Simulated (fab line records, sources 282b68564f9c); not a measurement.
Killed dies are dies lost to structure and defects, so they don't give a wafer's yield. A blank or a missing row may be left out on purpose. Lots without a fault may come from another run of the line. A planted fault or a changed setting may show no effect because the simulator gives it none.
fab line records | flow rit_cmos
record lots=5 wafers=15 last_day=7
route steps=202 shown REOX@100 NLDD@103 PLDD@114 M1@202
lots that met no fault: from a run of the same line without faults
start_h: hours from the record's first day to the start of the lot's first wafer shown | wait_h: hours since the lot's step before | " the same as in the row above | L1.1+2: a row that stands for several wafers | - no value, or no start given | * or withheld: withheld | < > ~ a bound
route shown NAME@n: a module of which the file shows steps, and the number in the route of the first | usual: mean/standard deviation of fault-free wafers | same: alike in all rows | chamber/n: place in a boat | sites: the reading at each site | _std_site: their standard deviation | _edge_site: outer sites' mean less inner sites' | radius_mm: how far each site lies from the wafer's centre | mask NAME#n: copy n | behind: the tool/chamber that last shaped the wafer | hold: why the lot was held/for how many hours/how that ended | device: the transistor (n, p or np) that didn't switch | end of line: the same wafers' tests at the end of the route | a step without rows: its recipe alone | killed: dies lost to structure and defects at the first sort, not the wafer's yield | map: a wafer's dies, x killed, . not, _ none there
set.NAME: the setting as run; set.NAME@STEP: as run at that earlier step | model.NAME: the simulator's own value behind a step, which no gauge read
lots at some steps of the route; a table a step, a row a wafer
services: from which hour (start_h, from the record's first day; less than 0 if before it) a tool's chamber was out of use, for how many hours, and why
## steps
# step RIT_REOX_CLEAN_02
# recipe chemistry=SC2 mix=3:3:50 time_s=600 temp_c=75 dry=n2_spin
# step RIT_REOX_OXIDATION_03
# recipe temp_c=900 ambient=O2 target_thk_a=252 ox_time_s=5580
# step RIT_REOX_THK_MEAS_04
# recipe reads=SiO2_of_REOX_OXIDATION_03
# usual REOX_OXIDE_THK=25.0/0.49
# columns lot.wafer tool chamber start_h wait_h REOX_OXIDE_THK[nm]
L899.3 film_metro-04 - 69.63 0.0 25.9
L899.4 " - " " 26.0
L899.5 " - " " 25.7
L909.1 film_metro-04 - 120.30 0.0 25.1
L909.2 " - " " 25.0
L909.5 " - " " 25.0
L912.2 film_metro-04 - 135.08 0.0 24.7
L912.3 " - " " 24.8
L912.5 " - " " 24.6
L914.1 film_metro-03 - 145.19 0.0 25.5
L914.4 " - " " 25.0
L914.5 " - " " 24.9
L916.4 film_metro-03 - 154.63 0.0 24.1
L916.5 " - " " 24.2
L916.6 " - " " 24.1
# step RIT_NLDD_HMDS_00
# recipe prime_time_s=60 prime_temp_c=140
# step RIT_NLDD_COAT_01
# recipe resist=NOVOLAK spin_rpm=3250 resist_thk_nm=1000
# step RIT_NLDD_SOFTBAKE_02
# recipe resist=NOVOLAK temp_c=90 time_s=60
# step RIT_NLDD_EXPOSE_03
# recipe mask_id=M7 na=0.57 target_cd_nm=40700 dose_mj=250
# step RIT_NLDD_PEB_04
# recipe resist=NOVOLAK temp_c=withheld time_s=withheld
# step RIT_NLDD_DEVELOP_05
# recipe resist=NOVOLAK develop_time_s=50 dev_temp_c=23
# step RIT_NLDD_OVL_MEAS_06
# usual NLDD_OVL=1.0/1.3
# columns lot.wafer tool chamber start_h wait_h NLDD_OVL[nm]
L899.3 overlay-02 - 70.53 - 0.2
L899.4 " - " " -0.8
L899.5 " - " " 0.3
L909.1 overlay-01 - 121.34 - 3.4
L909.2 " - " " 1.6
L909.5 " - " " 3.5
L912.2 overlay-01 - 136.18 - 0.0
L912.3 " - " " -1.1
L912.5 " - " " 0.9
L914.1 overlay-02 - 146.10 - -0.4
L914.4 " - " " 0.0
L914.5 " - " " 0.5
L916.4 overlay-02 - 155.66 - 0.7
L916.5 " - " " 2.7
L916.6 " - " " 1.9
# step RIT_NLDD_HARDBAKE_07
# recipe resist=NOVOLAK temp_c=140 time_s=60
# step RIT_NLDD_IMPLANT_08
# recipe species=P energy_kev=20 dose_cm2=5e+14 tilt_deg=7
# step RIT_NLDD_STRIP_09
# recipe chemistry=O2 time_s=180 resist=NOVOLAK platen_temp_c=withheld power_w=500 pressure_mtorr=4000 o2_flow_sccm=4000
# usual drypump_motor_current_A=5.4/0.57 run_length_s=208.0/0.38
# columns lot.wafer tool chamber start_h wait_h drypump_motor_current_A rf_hours_counter_h run_length_s model.NOVOLAK_of_NLDD_COAT_01.thk_nm
L899.3 plasma_asher-04 1 70.91 0.1 4.7 - 72.6 152.5
L899.4 " 0 " " 5.7 - 72.5 155.3
L899.5 " 1 " " 4.7 - 72.2 153
L909.1 plasma_asher-04 0 121.82 0.1 5.7 35 207.4 0
L909.2 " 1 " " 4.7 35 208.0 0
L909.5 " 0 " " 5.7 - 207.7 0
L912.2 plasma_asher-02 1 136.76 0.1 6.6 50 208.5 0
L912.3 " 1 " " 6.6 - 208.6 0
L912.5 " 0 " " 5.3 - 207.9 0
L914.1 plasma_asher-04 0 146.44 0.1 5.7 38 207.9 0
L914.4 " 1 " " 4.7 - 208.4 0
L914.5 " 0 " " 5.7 - 207.5 0
L916.4 plasma_asher-04 0 156.03 0.1 5.7 - 207.5 0
L916.5 " 0 " " 5.7 - 207.4 0
L916.6 " 1 " " 4.7 - 207.9 0
# step RIT_NLDD_TW_MEAS_10
# usual NLDD_TW=2495/16
# columns lot.wafer tool chamber start_h wait_h NLDD_TW
L899.3 film_metro-01 - 71.05 0.1 2464
L899.4 " - " " 2473
L899.5 " - " " 2461
L909.1 film_metro-04 - 122.00 0.1 2522
L909.2 " - " " 2500
L909.5 " - " " 2511
L912.2 film_metro-01 - 136.94 0.1 2486
L912.3 " - " " 2472
L912.5 " - " " 2480
L914.1 film_metro-02 - 146.61 0.1 2503
L914.4 " - " " 2493
L914.5 " - " " 2506
L916.4 film_metro-01 - 156.18 0.1 2486
L916.5 " - " " 2495
L916.6 " - " " 2500
# step RIT_PLDD_HMDS_00
# recipe prime_time_s=60 prime_temp_c=140
# step RIT_PLDD_COAT_01
# recipe resist=NOVOLAK spin_rpm=3250 resist_thk_nm=1000
# step RIT_PLDD_SOFTBAKE_02
# recipe resist=NOVOLAK temp_c=90 time_s=60
# step RIT_PLDD_EXPOSE_03
# recipe mask_id=M8 na=0.57 target_cd_nm=40900 dose_mj=250
# step RIT_PLDD_PEB_04
# recipe resist=NOVOLAK temp_c=withheld time_s=withheld
# step RIT_PLDD_DEVELOP_05
# recipe resist=NOVOLAK develop_time_s=50 dev_temp_c=23
# step RIT_PLDD_OVL_MEAS_06
# usual PLDD_OVL=0.0/1.4
# columns lot.wafer tool chamber start_h wait_h PLDD_OVL[nm]
L899.3 overlay-01 - 72.06 - 0.1
L899.4 " - " " 0.5
L899.5 " - " " 1.4
L909.1 overlay-02 - 122.91 - 2.0
L909.2 " - " " 2.0
L909.5 " - " " 2.4
L912.2 overlay-01 - 137.85 - 0.9
L912.3 " - " " -0.7
L912.5 " - " " 2.1
L914.1 overlay-01 - 147.65 - -0.1
L914.4 " - " " 3.3
L914.5 " - " " 1.7
L916.4 overlay-01 - 157.20 - -1.7
L916.5 " - " " 0.4
L916.6 " - " " -1.0
# step RIT_PLDD_HARDBAKE_07
# recipe resist=NOVOLAK temp_c=140 time_s=60
# step RIT_PLDD_IMPLANT_08
# recipe species=BF2 energy_kev=20 dose_cm2=9e+14 tilt_deg=7
# step RIT_PLDD_STRIP_09
# recipe chemistry=O2 time_s=180 resist=NOVOLAK platen_temp_c=withheld power_w=500 pressure_mtorr=4000 o2_flow_sccm=4000
# usual drypump_motor_current_A=5.4/0.31 run_length_s=208.06/0.3
# columns lot.wafer tool chamber start_h wait_h drypump_motor_current_A rf_hours_counter_h run_length_s
L899.3 plasma_asher-03 0 72.45 0.1 5.6 - 208.33
L899.4 " 1 " " 5.6 - 208.43
L899.5 " 1 " " 5.6 - 208.51
L909.1 plasma_asher-03 0 123.25 0.1 5.7 1 208.28
L909.2 " 1 " " 5.6 1 207.98
L909.5 " 0 " " 5.6 - 208.11
L912.2 plasma_asher-01 0 138.18 0.1 5.2 49 208.48
L912.3 " 0 " " 5.2 - 208.25
L912.5 " 0 " " 5.2 - 208.08
L914.1 plasma_asher-01 1 147.98 0.1 5.3 51 207.99
L914.4 " 0 " " 5.2 - 207.71
L914.5 " 0 " " 5.2 - 207.64
L916.4 plasma_asher-01 1 157.58 0.1 5.3 - 207.71
L916.5 " 0 " " 5.3 - 207.86
L916.6 " 1 " " 5.3 - 208.22
# step RIT_PLDD_TW_MEAS_10
# usual PLDD_TW=2358/16
# columns lot.wafer tool chamber start_h wait_h hold PLDD_TW
L899.3 film_metro-04 - 72.58 0.1 await_dispo/0.2h/release 30
L899.4 " - " " await_dispo/0.2h/release 30
L899.5 " - " " await_dispo/0.2h/release 30
L899.3 film_metro-04 - 72.81 0.2 - 30
L899.4 " - " " - 30
L899.5 " - " " - 30
L909.1 film_metro-01 - 123.42 0.1 - 2334
L909.2 " - " " - 2339
L909.5 " - " " - 2336
L912.2 film_metro-02 - 138.36 0.1 - 2366
L912.3 " - " " - 2374
L912.5 " - " " - 2348
L914.1 film_metro-02 - 148.16 0.1 - 2365
L914.4 " - " " - 2352
L914.5 " - " " - 2369
L916.4 film_metro-04 - 157.73 0.1 - 2352
L916.5 " - " " - 2376
L916.6 " - " " - 2361
# step RIT_M1_PROBE_99
# usual defect_limited_yield=97.3/1.3 killed_at_M0_to_M3=0.0/0.14 killed_at_front_end=7/3.4 killed_dies=7/3.4 killed_open=3.3/2 killed_short=3.8/2.4 sort_bin_3_pad_short=0.1/0.24 sort_bin_5_function=1.5/0.86 sort_bin_6_memory=1.0/0.74 sort_n_pass=257/3.4 sort_yield_pct=97.3/1.3
# same gross_dies=264 killed_at_M4_up=0 killed_at_back_side=0 killed_at_contacts=0 killed_at_other=0
# columns lot.wafer tool chamber start_h wait_h defect_limited_yield[%] killed_at_M0_to_M3 killed_at_front_end killed_dies killed_open killed_short sort_bin_3_pad_short[%] sort_bin_5_function[%] sort_bin_6_memory[%] sort_n_pass sort_yield_pct[%]
L909.1 prober-02 - 137.14 0.1 98.1 0 5 5 2 3 0 1.1 0.8 259 98.1
L909.2 prober-02 - 137.19 0.1 97.0 1 7 8 4 3 0 1.1 1.9 256 97.0
L909.5 prober-02 - 137.34 0.2 97.3 0 7 7 7 0 0.4 1.5 0.8 257 97.3
L912.2 prober-01 - 153.49 0.1 97.3 0 7 7 3 4 0 1.5 1.1 257 97.3
L912.3 prober-01 - 153.54 0.2 98.5 0 4 4 1 3 0 1.5 0 260 98.5
L912.5 prober-01 - 153.64 0.2 96.6 0 9 9 2 7 0 2.7 0.8 255 96.6
L914.1 prober-01 - 161.56 0.1 98.9 0 3 3 0 3 0 0.8 0.4 261 98.9
L914.4 prober-01 - 161.71 0.2 98.9 0 3 3 2 1 0 0.8 0.4 261 98.9
L914.5 prober-01 - 161.76 0.2 99.6 0 1 1 1 0 0 0.4 0 263 99.6
L916.4 prober-01 - 171.11 0.2 97.0 0 8 8 2 6 0 2.3 0.8 256 97.0
L916.5 prober-01 - 171.16 0.2 97.0 0 8 8 7 1 0 2.3 0.8 256 97.0
L916.6 prober-01 - 171.21 0.2 96.6 0 9 9 3 5 0 2.3 1.1 255 96.6
# killed by level:class
L909.1 GATE:geometric_particle:open=2 GATE:geometric_particle:short=1 SPACER:geometric_particle:short=1 SILICIDE:geometric_particle:short=1
L909.2 SPACER:geometric_particle:open=2 SPACER:geometric_particle:short=2 FOX1:geometric_particle:short=1 GATE:geometric_particle:open=1 REOX:geometric_particle:open=1 M1:coat_microbubble_printed=1
L909.5 GATE:geometric_particle:open=4 SILICIDE:geometric_particle:open=2 REOX:geometric_particle:open=1
L912.2 GATE:geometric_particle:open=3 FOX1:geometric_particle:short=1 GATE:geometric_particle:short=1 SPACER:geometric_particle:short=1 SILICIDE:geometric_particle:short=1
L912.3 FOX1:geometric_particle:short=2 GATE:geometric_particle:short=1 GATE:geometric_particle:open=1
L912.5 GATE:geometric_particle:short=4 FOX1:geometric_particle:short=1 FOX1:geometric_particle:open=1 GATE:geometric_particle:open=1 REOX:geometric_particle:short=1 SILICIDE:geometric_particle:short=1
L914.1 FOX2:geometric_particle:short=1 GATE:geometric_particle:short=1 SPACER:geometric_particle:short=1
L914.4 GATE:geometric_particle:open=2 SPACER:geometric_particle:short=1
L914.5 FOX1:geometric_particle:open=1
L916.4 SILICIDE:geometric_particle:short=3 FOX1:geometric_particle:short=1 FOX1:geometric_particle:open=1 FOX2:geometric_particle:short=1 GATE:geometric_particle:short=1 SPACER:geometric_particle:open=1
L916.5 FOX1:geometric_particle:open=3 SPACER:geometric_particle:open=3 GATE:geometric_particle:open=1 SILICIDE:geometric_particle:short=1
L916.6 FOX1:geometric_particle:short=2 GATE:geometric_particle:open=2 SPACER:geometric_particle:short=2 GATE:geometric_particle:short=1 SILICIDE:geometric_particle:open=1 ACTIVE:coat_microbubble_printed=1
## services
# columns tool chamber start_h hours kind
plasma_asher-01 - 53.02 4.2 repair
plasma_asher-03 - 108.75 9.0 pm
plasma_asher-03 0 108.75 9.0 vent_cycle
plasma_asher-03 1 108.75 9.0 vent_cycle
plasma_asher-03 0 117.75 - clean
plasma_asher-03 1 117.75 - clean
plasma_asher-03 - 137.99 23.6 repair
## key
first_sign step=RIT_NLDD_STRIP_09 reading=run_length_s direction=down sigmas=99+ usual=* struck=*
effect step=RIT_PLDD_TW_MEAS_10 reading=visit direction=added
effect step=RIT_PLDD_TW_MEAS_10 reading=PLDD_TW direction=down sigmas=99+ usual=2358 struck=30
model_effect step=RIT_NLDD_STRIP_09 value=NOVOLAK_of_NLDD_COAT_01.thk_nm without=0 struck=153.6
met_at RIT_NLDD_STRIP_09
struck_wafers L899.3,L899.4,L899.5
scrapped_behind RIT_PLDD_TW_MEAS_10 L899.3,L899.4,L899.5
fault kind=strip_aborted tool=plasma_asher-04 chamber=- onset_h=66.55 steps=RIT_NLDD_STRIP_09 offset=0.6 end_h=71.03
